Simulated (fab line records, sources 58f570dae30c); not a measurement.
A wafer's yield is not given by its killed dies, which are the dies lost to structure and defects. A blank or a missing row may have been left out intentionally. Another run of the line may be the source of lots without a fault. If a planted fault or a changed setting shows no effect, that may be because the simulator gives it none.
Which tool was responsible? :: flow berkeley_cmos170 :: Sampling: 14 lots, 42 wafers, 4 of 331 route steps

WHAT THE GAUGES READ, wafer by wafer
UCB170_M1_OVL_MEAS_10.
lot: L983
measured: day 8 13:50
on: overlay-02
M1_OVL (nm): -3 -3 -5

lot: L982
measured: day 8 14:05
on: overlay-01
M1_OVL (nm): 1 -5 0

lot: L985
measured: day 8 14:11
on: overlay-02
M1_OVL (nm): -5 4 4

lot: L984
measured: day 8 14:29
on: overlay-01
M1_OVL (nm): -1 0 -4

lot: L988
measured: day 9 15:29
on: overlay-01
M1_OVL (nm): 1 -1 4

lot: L989
measured: day 9 17:31
on: overlay-02
M1_OVL (nm): 0 2 9

lot: L991
measured: day 10 09:25
on: overlay-02
M1_OVL (nm): -1 2 2

lot: L995
measured: day 10 20:07
on: overlay-02
M1_OVL (nm): 2 9 -1

lot: L998
measured: day 11 20:23
on: overlay-02
M1_OVL (nm): -2 -6 -4

lot: L997
measured: day 11 21:55
on: overlay-02
M1_OVL (nm): 3 -2 2

lot: L102
measured: day 12 15:38
on: overlay-01
M1_OVL (nm): -2 -4 1

lot: L105
measured: day 13 02:32
on: overlay-02
M1_OVL (nm): 3 9 -1

lot: L104
measured: day 13 02:49
on: overlay-01
M1_OVL (nm): 10 12 3

lot: L103
measured: day 13 08:41
on: overlay-01
M1_OVL (nm): 15 5 7

UCB170_M2_RS_MEAS_02: uses a four-point probe to measure.
lot: L983
measured: day 8 21:57
on: film_metro-04
M2_AL_RS (ohm/sq): 0.0318 0.0325 0.0316

lot: L982
measured: day 8 22:01
on: film_metro-01
M2_AL_RS (ohm/sq): 0.0327 0.0324 0.0328

lot: L985
measured: day 8 22:15
on: film_metro-02
M2_AL_RS (ohm/sq): 0.0315 0.0313 0.0320

lot: L984
measured: day 8 22:58
on: film_metro-04
M2_AL_RS (ohm/sq): 0.0321 0.0321 0.0319

lot: L988
measured: day 9 20:16
on: film_metro-04
M2_AL_RS (ohm/sq): 0.0318 0.0318 0.0316

lot: L989
measured: day 9 23:25
on: film_metro-01
M2_AL_RS (ohm/sq): 0.0323 0.0327 0.0322

lot: L991
measured: day 10 14:47
on: film_metro-04
M2_AL_RS (ohm/sq): 0.0326 0.0328 0.0327

lot: L995
measured: day 11 01:41
on: film_metro-01
M2_AL_RS (ohm/sq): 0.0322 0.0324 0.0321

lot: L998
measured: day 12 01:14
on: film_metro-02
M2_AL_RS (ohm/sq): 0.0321 0.0320 0.0320

lot: L997
measured: day 12 02:38
on: film_metro-04
M2_AL_RS (ohm/sq): 0.0324 0.0322 0.0325

lot: L102
measured: day 12 21:05
on: film_metro-04
M2_AL_RS (ohm/sq): 0.0323 0.0321 0.0323

lot: L105
measured: day 13 07:08
on: film_metro-01
M2_AL_RS (ohm/sq): 0.0323 0.0320 0.0319

lot: L104
measured: day 13 08:44
on: film_metro-04
M2_AL_RS (ohm/sq): 0.0330 0.0327 0.0325

lot: L103
measured: day 13 13:07
on: film_metro-04
M2_AL_RS (ohm/sq): 0.0317 0.0321 0.0318

UCB170_M3_CD_MEAS_90: the cd target is 700 nm.
lot: L983
measured: day 9 06:49
on: cd_sem-02
cd_nm (nm): 700 697 701

lot: L982
measured: day 9 06:54
on: cd_sem-01
cd_nm (nm): 694 703 692

lot: L985
measured: day 9 07:10
on: cd_sem-01
cd_nm (nm): 710 695 697

lot: L984
measured: day 9 08:33
on: cd_sem-02
cd_nm (nm): 698 703 693

lot: L988
measured: day 10 06:23
on: cd_sem-02
cd_nm (nm): 689 700 691

lot: L989
measured: day 10 08:11
on: cd_sem-02
cd_nm (nm): 692 701 695

lot: L991
measured: day 11 00:52
on: cd_sem-02
cd_nm (nm): 700 688 691

lot: L995
measured: day 11 12:28
on: cd_sem-01
cd_nm (nm): 693 692 692

lot: L998
measured: day 12 11:43
on: cd_sem-01
cd_nm (nm): 690 703 694

lot: L997
measured: day 12 11:55
on: cd_sem-01
cd_nm (nm): 699 704 704

lot: L102
measured: day 13 09:25
on: cd_sem-01
cd_nm (nm): 702 706 690

lot: L105
measured: day 13 15:58
on: cd_sem-01
cd_nm (nm): 704 700 703

lot: L104
measured: day 13 17:24
on: cd_sem-01
cd_nm (nm): 692 692 691

lot: L103
measured: day 14 00:45
on: cd_sem-02
cd_nm (nm): 698 692 695

WHAT TOOL EACH LOT RAN ON (gives the tool, then ch and the chambers of the sampled wafers, and finally the start)
lot: L983
UCB170_V2_CVD_00: pecvd-02 ch 0,1, day 9 00:40

lot: L982
UCB170_V2_CVD_00: pecvd-01 ch 0,1, day 9 00:58

lot: L985
UCB170_V2_CVD_00: pecvd-02 ch 0,2, day 9 01:23

lot: L984
UCB170_V2_CVD_00: pecvd-01 ch 0,1, day 9 02:28

lot: L988
UCB170_V2_CVD_00: pecvd-04 ch 0,1, day 10 00:23

lot: L989
UCB170_V2_CVD_00: pecvd-02 ch 1,2, day 10 02:42

lot: L991
UCB170_V2_CVD_00: pecvd-01 ch 1,2, day 10 18:25

lot: L995
UCB170_V2_CVD_00: pecvd-04 ch 1,2, day 11 04:10

lot: L998
UCB170_V2_CVD_00: pecvd-01 ch 0,1,2, day 12 03:49

lot: L997
UCB170_V2_CVD_00: pecvd-01 ch 0,1,2, day 12 05:17

lot: L102
UCB170_V2_CVD_00: pecvd-04 ch 0,1,2, day 13 03:29

lot: L105
UCB170_V2_CVD_00: pecvd-04 ch 0,1, day 13 10:01

lot: L104
UCB170_V2_CVD_00: pecvd-02 ch 0,2, day 13 11:22

lot: L103
UCB170_V2_CVD_00: pecvd-04 ch 0,2, day 13 16:22
- UCB170_V2_CVD_00: deposits SiO2 from TEOS/O2, target thk 2000 nm, time 250 s.

AS READ BY THE TOOLS THEMSELVES (means over the sampled wafers that have a number; for cases with no such wafer, the mark the record gives instead)
UCB170_V2_CVD_00.
lot: L983
tool: pecvd-02
heater_power_w (W): 293
pressure_mtorr (mTorr): 9004

lot: L982
tool: pecvd-01
heater_power_w (W): 264
pressure_mtorr (mTorr): 8995

lot: L985
tool: pecvd-02
heater_power_w (W): 275
pressure_mtorr (mTorr): 9001

lot: L984
tool: pecvd-01
heater_power_w (W): 250
pressure_mtorr (mTorr): 8995

lot: L988
tool: pecvd-04
heater_power_w (W): 242
pressure_mtorr (mTorr): 9011

lot: L989
tool: pecvd-02
heater_power_w (W): 290
pressure_mtorr (mTorr): 9007

lot: L991
tool: pecvd-01
heater_power_w (W): 275
pressure_mtorr (mTorr): 9013

lot: L995
tool: pecvd-04
heater_power_w (W): 279
pressure_mtorr (mTorr): 8999

lot: L998
tool: pecvd-01
heater_power_w (W): 219
pressure_mtorr (mTorr): 8996

lot: L997
tool: pecvd-01
heater_power_w (W): 287
pressure_mtorr (mTorr): 8978

lot: L102
tool: pecvd-04
heater_power_w (W): 252
pressure_mtorr (mTorr): 9010

lot: L105
tool: pecvd-04
heater_power_w (W): 281
pressure_mtorr (mTorr): 8998

lot: L104
tool: pecvd-02
heater_power_w (W): 328
pressure_mtorr (mTorr): 9002

lot: L103
tool: pecvd-04
heater_power_w (W): 249
pressure_mtorr (mTorr): 9019

THE ANSWER, worked out from the rows above alone
Rule: usual is defined by the lots themselves. The widest of any qualifying gaps counts: lots, ordered by their means at a reading, are off when they make up no more than a third of the lots, leave a main group of 4 or more, and stand apart from it by 3 or more times the standard deviation of that group's means. The tables above print the reading to a certain number of digits; a main group whose means all agree to those digits is not used. Also off: a lot with no number at a reading for which 4 or more lots have one. All remaining lots with rows at the step are treated as sound. First the gauges in route order, then the tools' own readings, where a lot's mean is used as printed above. The first step at which some lot is off is used, and at that step the reading that is off furthest; a lot without a number counts as furthest.
Across all readings shown, no lot is off: no conclusion can be drawn from this.

WHAT THE SIMULATOR HAD PUT IN
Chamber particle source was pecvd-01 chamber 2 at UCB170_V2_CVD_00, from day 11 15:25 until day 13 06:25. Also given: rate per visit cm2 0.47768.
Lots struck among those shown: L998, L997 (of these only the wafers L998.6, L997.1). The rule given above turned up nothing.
